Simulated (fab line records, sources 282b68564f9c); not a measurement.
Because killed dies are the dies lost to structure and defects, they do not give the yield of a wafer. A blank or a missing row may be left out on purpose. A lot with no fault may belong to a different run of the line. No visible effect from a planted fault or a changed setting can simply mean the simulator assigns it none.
Tool commonality check :: flow ritCmos :: 13 lots and 39 wafers in the sample

## REASON FOR OPENING
At RIT_GATE_THK_MEAS_09 the reading GATE_POLY_THK is flagged on 1 of 13 lots. No-fault wafers: 250.9 nm, standard deviation 2.1.
Rule: a lot gets a flag if all its wafers with a number sit over 4 standard deviations from that mean, or if no wafer of it has a number. The other lots count as sound.

lot: L907
measured: day 2 17:43
on: filmMetro-02
GATE_POLY_THK (nm), wafer by wafer: 252.1 249.6 250.1
flag: 

lot: L908
measured: day 2 21:49
on: filmMetro-01
GATE_POLY_THK (nm), wafer by wafer: 250.1 248.3 249.5
flag: 

lot: L909
measured: day 3 02:17
on: filmMetro-03
GATE_POLY_THK (nm), wafer by wafer: 248.9 247.6 247.4
flag: 

lot: L910
measured: day 3 08:28
on: filmMetro-01
GATE_POLY_THK (nm), wafer by wafer: 252.2 251.0 253.2
flag: 

lot: L912
measured: day 3 17:56
on: filmMetro-03
GATE_POLY_THK (nm), wafer by wafer: 253.1 252.4 253.5
flag: 

lot: L913
measured: day 3 21:58
on: filmMetro-01
GATE_POLY_THK (nm), wafer by wafer: 252.0 252.3 253.2
flag: 

lot: L917
measured: day 4 19:05
on: filmMetro-03
GATE_POLY_THK (nm), wafer by wafer: 250.1 247.8 247.8
flag: 

lot: L918
measured: day 4 23:23
on: filmMetro-01
GATE_POLY_THK (nm), wafer by wafer: 248.0 247.3 245.5
flag: 

lot: L921
measured: day 5 15:40
on: filmMetro-03
GATE_POLY_THK (nm), wafer by wafer: 249.7 248.6 250.1
flag: 

lot: L924
measured: day 6 05:04
on: filmMetro-02
GATE_POLY_THK (nm), wafer by wafer: 254.3 253.1 253.2
flag: 

lot: L927
measured: day 6 20:02
on: filmMetro-02
GATE_POLY_THK (nm), wafer by wafer: 200.5 200.5 197.7
flag: FLAGGED

lot: L928
measured: day 7 01:23
on: filmMetro-02
GATE_POLY_THK (nm), wafer by wafer: 254.4 253.7 250.2
flag: 

lot: L929
measured: day 7 06:09
on: filmMetro-02
GATE_POLY_THK (nm), wafer by wafer: 248.9 251.5 251.7
flag: 
On average the flagged lots' numbers are 199.6 nm, which is -51.3 nm against the usual, or -24 standard deviations.

## LOT BY LOT: THE TOOL USED
Before the reading, the record contains 2 process steps out of a 202-step route. Cell contents, in order: the tool; ch with the chambers the sampled wafers went through; the start.
lot: L907
flag: 
RIT_NWELL_STRIP_09: plasmaAsher-01 ch 0,1, day 2 02:59
RIT_GATE_CVD_08: lpcvd-01 ch 1, day 2 16:05

lot: L908
flag: 
RIT_NWELL_STRIP_09: plasmaAsher-03 ch 1, day 2 07:37
RIT_GATE_CVD_08: lpcvd-02 ch 1, day 2 20:12

lot: L909
flag: 
RIT_NWELL_STRIP_09: plasmaAsher-03 ch 0,1, day 2 12:16
RIT_GATE_CVD_08: lpcvd-01 ch 1, day 3 00:40

lot: L910
flag: 
RIT_NWELL_STRIP_09: plasmaAsher-03 ch 0,1, day 2 18:16
RIT_GATE_CVD_08: lpcvd-01 ch 0, day 3 06:51

lot: L912
flag: 
RIT_NWELL_STRIP_09: plasmaAsher-03 ch 0,1, day 3 02:43
RIT_GATE_CVD_08: lpcvd-02 ch 0, day 3 16:19

lot: L913
flag: 
RIT_NWELL_STRIP_09: plasmaAsher-01 ch 1, day 3 07:49
RIT_GATE_CVD_08: lpcvd-01 ch 0, day 3 20:21

lot: L917
flag: 
RIT_NWELL_STRIP_09: plasmaAsher-02 ch 0,1, day 4 05:09
RIT_GATE_CVD_08: lpcvd-01 ch 1, day 4 17:27

lot: L918
flag: 
RIT_NWELL_STRIP_09: plasmaAsher-02 ch 0,1, day 4 09:21
RIT_GATE_CVD_08: lpcvd-02 ch 1, day 4 21:44

lot: L921
flag: 
RIT_NWELL_STRIP_09: plasmaAsher-03 ch 0,1, day 5 00:44
RIT_GATE_CVD_08: lpcvd-02 ch 0, day 5 14:02

lot: L924
flag: 
RIT_NWELL_STRIP_09: plasmaAsher-02 ch 0,1, day 5 14:35
RIT_GATE_CVD_08: lpcvd-01 ch 1, day 6 03:26

lot: L927
flag: FLAGGED
RIT_NWELL_STRIP_09: plasmaAsher-02 ch 0,1, day 6 05:46
RIT_GATE_CVD_08: lpcvd-02 ch 0, day 6 18:25

lot: L928
flag: 
RIT_NWELL_STRIP_09: plasmaAsher-02 ch 0,1, day 6 10:46
RIT_GATE_CVD_08: lpcvd-01 ch 0, day 6 23:46

lot: L929
flag: 
RIT_NWELL_STRIP_09: plasmaAsher-03 ch 0,1, day 6 15:39
RIT_GATE_CVD_08: lpcvd-01 ch 1, day 7 04:32
What is done by these steps:
- RIT_NWELL_STRIP_09: strips in O2, time 180 s.
- RIT_GATE_CVD_08: deposits poly-Si from SiH4, target thk 250 nm, time 2220 s.
- RIT_GATE_THK_MEAS_09

## FLAGGED AGAINST TOTAL, ONE TOOL AT A TIME (gauges that did the reading follow at the end)
step: RIT_NWELL_STRIP_09
tool: plasmaAsher-01
lots run: 2
flagged: 0
share of the flagged lots: none
sound lots run after its first flagged lot: -

step: RIT_NWELL_STRIP_09
tool: plasmaAsher-02
lots run: 5
flagged: 1
share of the flagged lots: all
sound lots run after its first flagged lot: 1 (L928)

step: RIT_NWELL_STRIP_09
tool: plasmaAsher-03
lots run: 6
flagged: 0
share of the flagged lots: none
sound lots run after its first flagged lot: -

step: RIT_GATE_CVD_08
tool: lpcvd-01
lots run: 8
flagged: 0
share of the flagged lots: none
sound lots run after its first flagged lot: -

step: RIT_GATE_CVD_08
tool: lpcvd-02
lots run: 5
flagged: 1
share of the flagged lots: all
sound lots run after its first flagged lot: 0

step: RIT_GATE_THK_MEAS_09
tool: filmMetro-01
lots run: 4
flagged: 0
share of the flagged lots: none
sound lots run after its first flagged lot: -

step: RIT_GATE_THK_MEAS_09
tool: filmMetro-02
lots run: 5
flagged: 1
share of the flagged lots: all
sound lots run after its first flagged lot: 2 (L928,L929)

step: RIT_GATE_THK_MEAS_09
tool: filmMetro-03
lots run: 4
flagged: 0
share of the flagged lots: none
sound lots run after its first flagged lot: -

## THE TABLE: WHAT IT ALLOWS
Every flagged lot was run by 3 rows of the table: plasmaAsher-02 at RIT_NWELL_STRIP_09, lpcvd-02 at RIT_GATE_CVD_08 and filmMetro-02 at RIT_GATE_THK_MEAS_09.
- plasmaAsher-02 at RIT_NWELL_STRIP_09: 1 of its 5 lots flagged. After the first flagged lot (L928), sound lots still ran on it; a lasting fault on the whole tool would not permit that.
- lpcvd-02 at RIT_GATE_CVD_08: 1 of its 5 lots flagged. Last sound lot L921 at day 5 14:02, first flagged lot L927 at day 6 18:25; a fault beginning in between fits. Its own readings (sih4FlowSccm) fall more than 4 standard deviations out on all wafers of the flagged lots.
- filmMetro-02 at RIT_GATE_THK_MEAS_09: 1 of its 5 lots flagged. After the first flagged lot (L928, L929), sound lots still ran on it; a lasting fault on the whole tool would not permit that.
Left over: one tool, lpcvd-02 at RIT_GATE_CVD_08.

## WHAT THE SIMULATOR PUT IN
lpcvd-02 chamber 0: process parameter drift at RIT_GATE_CVD_08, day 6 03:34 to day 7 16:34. Setting sih4FlowSccm, moved by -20, from 100.
Lots struck among those shown: L927. The rule above reached the same finding.
